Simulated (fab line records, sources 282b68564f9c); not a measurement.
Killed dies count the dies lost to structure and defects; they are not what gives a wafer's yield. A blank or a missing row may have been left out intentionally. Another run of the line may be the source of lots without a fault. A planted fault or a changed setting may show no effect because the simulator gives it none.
A lot that was struck, set against a sound lot | flow rit-cmos | 17 steps out of a route of 202
Sound: these wafers, L701.1, L701.2, L701.4. Wafers struck: L708.1, L708.4, L708.5. The cause is named last.
At each step with rows: each side's tool, then ch and its chambers, then its first start. Under that, the readings that differ: sound wafers | struck wafers | difference of the means | sigmas: that difference in standard deviations of wafers without a fault.
alike: words and numbers the same on both sides, and readings whose means are apart by under 2 such deviations; not compared: readings that were withheld, readings missing a value for some wafer, numbers with overlapping values and no deviation given by the record, and bounds like >300 which may hide the same value.
A row with sigmas, a row that says differs or no value, or rows on one side alone: a step with any of these is where the two part. Numbers that have no deviation but don't overlap get no sigmas and don't part them. A reading that every wafer of one side lacks parts them only if that side has two wafers or more.

RIT_PWELL_TW_MEAS_10:
  sound on film-metro-03 at day 1 23:44; struck on film-metro-01 at day 3 14:02
  reading  | sound       | struck      | difference | sigmas
  PWELL_TW | 964 968 973 | 951 956 953 | -15        | -2
then, 1 step without rows for these wafers: RIT_WELLDRIVE_ANNEAL_00 (time 14700 s).
RIT_WELLDRIVE_RS_MEAS_01: the measuring method here is four-point-probe.
  sound on film-metro-03 at day 2 05:21; struck on film-metro-01 at day 3 20:55
  alike: NWELL_RS
RIT_WELLDRIVE_RS_MEAS_02: the measuring method here is four-point-probe.
  sound on film-metro-03 at day 2 05:28; struck on film-metro-01 at day 3 21:02
  reading           | sound             | struck            | difference | sigmas
  PWELL_RS (ohm/sq) | 427.3 426.4 427.4 | 431.0 429.8 430.5 | +3.4       | +3
then, 6 steps without rows for these wafers: RIT_NRETRO_HMDS_00 (prime time 60 s); RIT_NRETRO_COAT_01 (resist thk 1300 nm); RIT_NRETRO_SOFTBAKE_02 (time 60 s); RIT_NRETRO_EXPOSE_03 (exposes mask M4, target cd 43900 nm); RIT_NRETRO_PEB_04; RIT_NRETRO_DEVELOP_05 (develop time 68 s).
RIT_NRETRO_OVL_MEAS_06:
  sound on overlay-01 at day 2 06:28; struck on overlay-01 at day 3 22:09
  alike: NRETRO_OVL
then, 1 step without rows for these wafers: RIT_NRETRO_HARDBAKE_07 (time 120 s).
RIT_NRETRO_IMPLANT_08:
  sound on implanter-03 ch 0, day 2 06:46; struck on implanter-03 ch 0, day 3 22:46
  alike: beam-on-s, faraday-current-uA
RIT_NRETRO_STRIP_09: strips in O2, time 180 s.
  sound on plasma-asher-02 ch 0,1, day 2 06:55; struck on plasma-asher-01 ch 0, day 3 22:55
  alike: chamber-pressure-mTorr, drypump-motor-current-A, o2-flow-sccm
  not compared: rf-hours-counter-h
RIT_NRETRO_TW_MEAS_10:
  sound on film-metro-04 at day 2 07:05; struck on film-metro-02 at day 3 23:05
  reading   | sound          | struck         | difference | sigmas
  NRETRO_TW | 1048 1054 1051 | 1319 1323 1322 | +270       | +42
then, 1 step without rows for these wafers: RIT_PRETRO_HMDS_00 (prime time 60 s).
RIT_M1_PROBE_99:
  sound on prober-01 at day 3 10:54; struck on prober-02 at day 5 02:41
  alike: killed-at-front-end, killed-dies, killed-on-rim, killed-open, killed-short

WHERE THEY PART
First at RIT_PWELL_TW_MEAS_10; last, within this record, at RIT_NRETRO_TW_MEAS_10. Later steps at which nothing parts them and some readings are alike: RIT_M1_PROBE_99.

WHY: the cause the simulator had injected
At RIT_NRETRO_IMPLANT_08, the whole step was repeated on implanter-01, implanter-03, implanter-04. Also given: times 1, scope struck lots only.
